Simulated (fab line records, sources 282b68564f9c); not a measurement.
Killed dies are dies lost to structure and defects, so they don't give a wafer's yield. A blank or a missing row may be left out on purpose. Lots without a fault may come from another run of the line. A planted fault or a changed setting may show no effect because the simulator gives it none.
Which tool did it? | flow rit_cmos | 14 lots, 42 wafers sampled, at 6 steps of a route of 202

WHAT THE GAUGES READ, wafer by wafer
RIT_ACTIVE_THK_MEAS_02.
lot  | measured    | on            | ACTIVE_OXIDE_THK (nm)
L432 | day 1 22:08 | film_metro-01 | 47.6 47.2 47.4
L433 | day 2 03:03 | film_metro-03 | 48.0 47.6 46.9
L434 | day 2 08:03 | film_metro-02 | 46.6 45.9 46.9
L435 | day 2 13:04 | film_metro-03 | 47.9 47.4 47.9
L437 | day 2 23:04 | film_metro-02 | 47.2 46.9 46.4
L438 | day 3 04:03 | film_metro-03 | 49.2 48.9 49.3
L440 | day 3 14:03 | film_metro-02 | 48.2 48.5 48.2
L441 | day 3 19:04 | film_metro-03 | 47.5 47.5 47.1
L442 | day 4 00:04 | film_metro-01 | 47.3 47.1 47.2
L443 | day 4 05:04 | film_metro-03 | 47.6 47.2 46.1
L444 | day 4 10:04 | film_metro-03 | 45.1 45.9 46.2
L446 | day 4 20:04 | film_metro-01 | 45.8 45.3 46.0
L447 | day 5 01:04 | film_metro-02 | 49.2 48.8 49.2
L449 | day 5 11:04 | film_metro-03 | 45.9 45.8 47.0

RIT_WELLDRIVE_RS_MEAS_01: measures by four-point-probe.
lot  | measured    | on            | NWELL_RS (ohm/sq)
L432 | day 2 15:29 | film_metro-04 | 280.8 280.9 280.0
L433 | day 2 18:32 | film_metro-03 | 279.7 279.8 280.1
L434 | day 3 00:40 | film_metro-04 | 279.3 279.5 280.0
L435 | day 3 04:58 | film_metro-01 | 278.6 278.8 279.5
L437 | day 3 15:04 | film_metro-03 | 279.1 280.5 279.7
L438 | day 3 20:08 | film_metro-03 | 281.4 280.8 279.5
L440 | day 4 06:18 | film_metro-04 | 279.3 279.8 279.4
L441 | day 4 11:24 | film_metro-04 | 279.4 279.2 279.1
L442 | day 4 17:00 | film_metro-04 | 280.4 279.9 279.8
L443 | day 4 21:59 | film_metro-04 | 279.3 280.1 280.8
L444 | day 5 01:31 | film_metro-04 | 278.7 278.7 279.0
L446 | day 5 12:32 | film_metro-03 | 279.7 279.6 279.4
L447 | day 5 19:58 | film_metro-04 | 351.4 349.5 351.1
L449 | day 6 03:31 | film_metro-01 | 353.1 352.9 352.6

RIT_WELLDRIVE_RS_MEAS_02: measures by four-point-probe.
lot  | measured    | on            | PWELL_RS (ohm/sq)
L432 | day 2 15:37 | film_metro-04 | 426.3 427.2 427.7
L433 | day 2 18:39 | film_metro-03 | 429.4 430.4 429.5
L434 | day 3 00:47 | film_metro-04 | 429.2 429.9 429.0
L435 | day 3 05:05 | film_metro-01 | 429.4 429.8 429.6
L437 | day 3 15:11 | film_metro-03 | 427.3 427.3 427.6
L438 | day 3 20:15 | film_metro-03 | 429.6 430.1 429.8
L440 | day 4 06:25 | film_metro-04 | 426.2 427.5 427.7
L441 | day 4 11:31 | film_metro-04 | 432.2 431.0 430.7
L442 | day 4 17:07 | film_metro-04 | 428.5 429.5 429.4
L443 | day 4 22:06 | film_metro-04 | 430.9 430.2 431.4
L444 | day 5 01:38 | film_metro-04 | 430.5 431.1 429.3
L446 | day 5 12:40 | film_metro-03 | 427.8 429.5 429.5
L447 | day 5 20:05 | film_metro-04 | 495.4 495.7 496.3
L449 | day 6 03:38 | film_metro-01 | 495.7 494.8 496.7

RIT_PRETRO_TW_MEAS_10.
lot  | measured    | on            | PRETRO_TW
L432 | day 2 19:05 | film_metro-04 | 485 483 482
L433 | day 2 21:56 | film_metro-02 | 478 475 475
L434 | day 3 04:11 | film_metro-04 | 485 484 483
L435 | day 3 08:14 | film_metro-02 | 477 476 476
L437 | day 3 18:28 | film_metro-04 | 481 482 483
L438 | day 3 23:40 | film_metro-04 | 485 485 485
L440 | day 4 09:59 | film_metro-04 | 482 482 483
L441 | day 4 14:41 | film_metro-04 | 484 479 482
L442 | day 4 20:24 | film_metro-03 | 483 482 484
L443 | day 5 01:55 | film_metro-02 | 474 472 472
L444 | day 5 05:03 | film_metro-04 | 486 486 487
L446 | day 5 15:49 | film_metro-02 | 473 473 472
L447 | day 5 23:23 | film_metro-02 | 474 472 473
L449 | day 6 06:46 | film_metro-04 | 483 484 483

WHICH TOOL RAN EACH LOT (tool, then ch and the chambers of the sampled wafers, then the start)
lot  | RIT_ACTIVE_STRIP_14                 | RIT_WELLDRIVE_ANNEAL_00
L432 | plasma_asher-03 ch 0,1, day 2 01:23 | furnace-02 ch 0, day 2 10:23
L433 | plasma_asher-02 ch 0, day 2 05:50   | furnace-01 ch 0, day 2 13:26
L434 | plasma_asher-02 ch 0,1, day 2 10:58 | furnace-01 ch 0, day 2 19:34
L435 | plasma_asher-02 ch 0,1, day 2 15:50 | furnace-02 ch 0, day 2 23:52
L437 | plasma_asher-03 ch 0,1, day 3 01:50 | furnace-01 ch 0, day 3 09:58
L438 | plasma_asher-03 ch 0,1, day 3 06:58 | furnace-01 ch 0, day 3 15:03
L440 | plasma_asher-03 ch 0,1, day 3 16:50 | furnace-01 ch 0, day 4 01:13
L441 | plasma_asher-03 ch 0,1, day 3 21:58 | furnace-01 ch 0, day 4 06:18
L442 | plasma_asher-03 ch 0,1, day 4 02:59 | furnace-04 ch 0, day 4 11:54
L443 | plasma_asher-02 ch 0,1, day 4 07:58 | furnace-01 ch 0, day 4 16:53
L444 | plasma_asher-01 ch 0,1, day 4 12:50 | furnace-04 ch 0, day 4 20:25
L446 | plasma_asher-01 ch 0,1, day 4 23:46 | furnace-04 ch 0, day 5 07:26
L447 | plasma_asher-03 ch 0,1, day 5 03:50 | furnace-01 ch 0, day 5 14:52
L449 | plasma_asher-03 ch 0,1, day 5 13:55 | furnace-01 ch 0, day 5 22:23
- RIT_ACTIVE_STRIP_14: strips in O2, time 180 s.
- RIT_WELLDRIVE_ANNEAL_00: time 14700 s.

WHAT THE TOOLS THEMSELVES READ (means of the sampled wafers that have a number; where no wafer has one, the mark that the record gives instead)
RIT_ACTIVE_STRIP_14.
lot  | tool            | drypump_motor_current_A (A)
L432 | plasma_asher-03 | 5.87
L433 | plasma_asher-02 | 5.98
L434 | plasma_asher-02 | 6.01
L435 | plasma_asher-02 | 5.97
L437 | plasma_asher-03 | 5.86
L438 | plasma_asher-03 | 5.98
L440 | plasma_asher-03 | 5.99
L441 | plasma_asher-03 | 5.87
L442 | plasma_asher-03 | 5.87
L443 | plasma_asher-02 | 6.00
L444 | plasma_asher-01 | 5.56
L446 | plasma_asher-01 | 5.87
L447 | plasma_asher-03 | 5.87
L449 | plasma_asher-03 | 5.99

RIT_WELLDRIVE_ANNEAL_00.
lot  | tool       | spike_tc_centre_C (C) | spike_tc_load_C (C) | spike_tc_source_C (C) | tube_center_temp_C (C) | tube_center_temp_C_max | zone_power_load_pct (%) | zone_power_source_pct (%)
L432 | furnace-02 | 1100.8                | 1128.6              | 1120                  | 1100                   | 1103.1                 | 43.7                    | 40.0
L433 | furnace-01 | 1102.4                | 1126.9              | 1130                  | 1100                   | 1102.3                 | 39.8                    | 40.4
L434 | furnace-01 | 1102.5                | 1126.0              | 1129                  | 1100                   | 1103.3                 | 39.7                    | 40.1
L435 | furnace-02 | 1101.3                | 1127.9              | 1119                  | 1100                   | 1102.6                 | 44.0                    | 40.3
L437 | furnace-01 | 1101.5                | 1126.4              | 1128                  | 1100                   | 1102.2                 | 40.1                    | 40.0
L438 | furnace-01 | 1102.8                | 1127.0              | 1129                  | 1100                   | 1102.9                 | 40.2                    | 40.4
L440 | furnace-01 | 1101.8                | 1127.1              | 1129                  | 1100                   | 1102.9                 | 39.8                    | 40.1
L441 | furnace-01 | 1101.9                | 1127.6              | 1129                  | 1100                   | 1102.8                 | 39.9                    | 40.4
L442 | furnace-04 | 1101.6                | 1124.6              | 1123                  | 1100                   | 1102.8                 | 39.8                    | 44.2
L443 | furnace-01 | 1101.9                | 1126.9              | 1130                  | 1100                   | 1102.9                 | 39.9                    | 40.5
L444 | furnace-04 | 1100.4                | 1124.5              | 1122                  | 1100                   | 1102.5                 | 39.1                    | 44.6
L446 | furnace-04 | 1101.7                | 1125.1              | 1123                  | 1100                   | 1102.7                 | 39.7                    | 44.3
L447 | furnace-01 | 1042.1                | 1065.8              | 1069                  | 1040                   | 1043.2                 | 34.9                    | 35.3
L449 | furnace-01 | 1042.4                | 1065.2              | 1069                  | 1040                   | 1042.7                 | 35.0                    | 34.9

THE ANSWER, worked out from the rows above alone
Rule: what is usual is taken from the lots themselves. Put in order of their means at a reading, lots are off if they are a third of the lots or fewer, leave a main group of 4 or more, and stand apart from it by a gap of 3 or more times the standard deviation of the main group's means; of several such gaps the widest counts. A main group whose means are all the same, to the digits that the tables above print for the reading, isn't used. A lot without any number at a reading at which 4 lots or more have one is off too. The other lots that the step has rows for count as sound. The gauges are gone through in route order, then the tools' own readings, and for those a lot's mean is taken as printed above. The first step at which some lot is off is used, and at that step the reading that is off furthest; a lot without a number counts as furthest.
Off: L447, L449, at RIT_WELLDRIVE_RS_MEAS_01 (NWELL_RS). The main group: mean 279.7 ohm/sq, standard deviation 0.53.
A tool fits if, at a process step before that reading, it ran every lot that is off, and no sound lot after the first of them. The gauges at RIT_WELLDRIVE_RS_MEAS_01 aren't tried: what is off there is off at RIT_WELLDRIVE_ANNEAL_00 too, on other tools, and a gauge's error can't cause that. Can't be told from this: 2 tools fit, plasma_asher-03 at RIT_ACTIVE_STRIP_14, furnace-01 at RIT_WELLDRIVE_ANNEAL_00.

WHAT THE SIMULATOR HAD PUT IN
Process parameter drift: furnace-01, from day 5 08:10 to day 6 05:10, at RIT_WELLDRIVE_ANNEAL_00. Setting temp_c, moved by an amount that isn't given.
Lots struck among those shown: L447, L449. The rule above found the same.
